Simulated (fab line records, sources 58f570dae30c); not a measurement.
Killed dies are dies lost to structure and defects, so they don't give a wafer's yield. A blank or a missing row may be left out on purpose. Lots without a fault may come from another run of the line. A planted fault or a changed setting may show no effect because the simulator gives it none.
One fault seen from 2 desks | flow berkeley_cmos170 | each desk has only its own numbers; what lay behind them comes last

THE TOOL OWNER'S DESK: rie_diel-03
The tool's own readings at UCB170_M3_ETCH_17 (etches BARC in N2/H2): means of the sampled wafers that have a number, for each lot that ran on this tool. A lot is out of limits, marked OUT, if its mean lies more than 4 standard deviations from the usual mean; the brackets give that distance.
Columns: A = drypump_motor_current_A at UCB170_M3_ETCH_17, usual 5.5 A; B = oes_product_au at UCB170_M3_ETCH_17, usual 0.996 a.u.; C = throttle_valve_pct at UCB170_M3_ETCH_17, usual 13.29 %
lot  | first seen here | A   | B                | C
L475 | day 7 16:04     | 5.3 | 0.994            | 13.32
L476 | day 7 18:24     | 5.3 | 0.986            | 13.34
L473 | day 7 19:08     | 5.2 | 0.907 (-6.9) OUT | 13.33
L479 | day 8 12:50     | 5.1 | 0.902 (-7.3) OUT | 13.22
L481 | day 8 21:15     | 5.1 | 0.910 (-6.6) OUT | 13.27
L489 | day 11 03:14    | 5.4 | 0.992            | 13.39
L491 | day 11 04:04    | 5.4 | 0.998            | 13.40
L494 | day 11 15:52    | 5.3 | 0.996            | 13.35
L493 | day 11 20:56    | 5.3 | 0.995            | 13.34
This desk's finding: out of limits on L473, L479, L481; first on L473, day 7 19:08 (oes_product_au at UCB170_M3_ETCH_17). In limits: L475, L476, L489, L491, L494, L493.

THE METROLOGY DESK
What the gauges read, lot by lot, whatever tool the lot ran on: means of the sampled wafers that have a number. A lot is out of limits, marked OUT, if its mean lies more than 4 standard deviations from the usual mean; the brackets give that distance.
Columns: A = cd_nm at UCB170_CONTACT_CD_MEAS_15, usual 699.7 nm; B = M2_OVL at UCB170_M2_OVL_MEAS_16, usual 0 nm
lot  | first seen here | A     | B
L475 | day 6 19:09     | 699.0 | 0
L476 | day 6 22:36     | 701.0 | -5
L473 | day 6 23:10     | 698.4 | 0
L479 | day 7 16:20     | 699.8 | -3
L478 | day 7 19:50     | 700.4 | 1
L481 | day 8 01:32     | 700.8 | -2
L486 | day 9 01:01     | 700.3 | -2
L488 | day 10 01:50    | 699.1 | -2
L491 | day 10 08:55    | 697.9 | 4
L489 | day 10 09:07    | 699.5 | 1
L494 | day 10 22:53    | 701.2 | 2
L492 | day 11 03:24    | 698.9 | 2
L493 | day 11 03:35    | 702.0 | 3
L495 | day 11 08:50    | 699.3 | 3
L496 | day 11 18:21    | 699.8 | 2
This desk's finding: nothing out of limits on any of the 15 lots.

PUT TOGETHER
The tool owner's desk could have raised an alarm at day 7 19:08, on L473, L479, L481.
The metrology desk saw nothing out of limits.
The metrology desk has L473, L479, L481 on record, within its limits.
Of the lots named, all ran UCB170_M3_ETCH_17 on rie_diel-03.

WHAT THE SIMULATOR HAD PUT IN
Process parameter drift: rie_diel-03, from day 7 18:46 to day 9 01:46, at UCB170_M3_ETCH_17. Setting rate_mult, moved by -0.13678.
Lots struck among those shown: L473, L479, L481.
Hours from the fault's start to each desk's first reading out of limits: the tool owner's desk, 0.
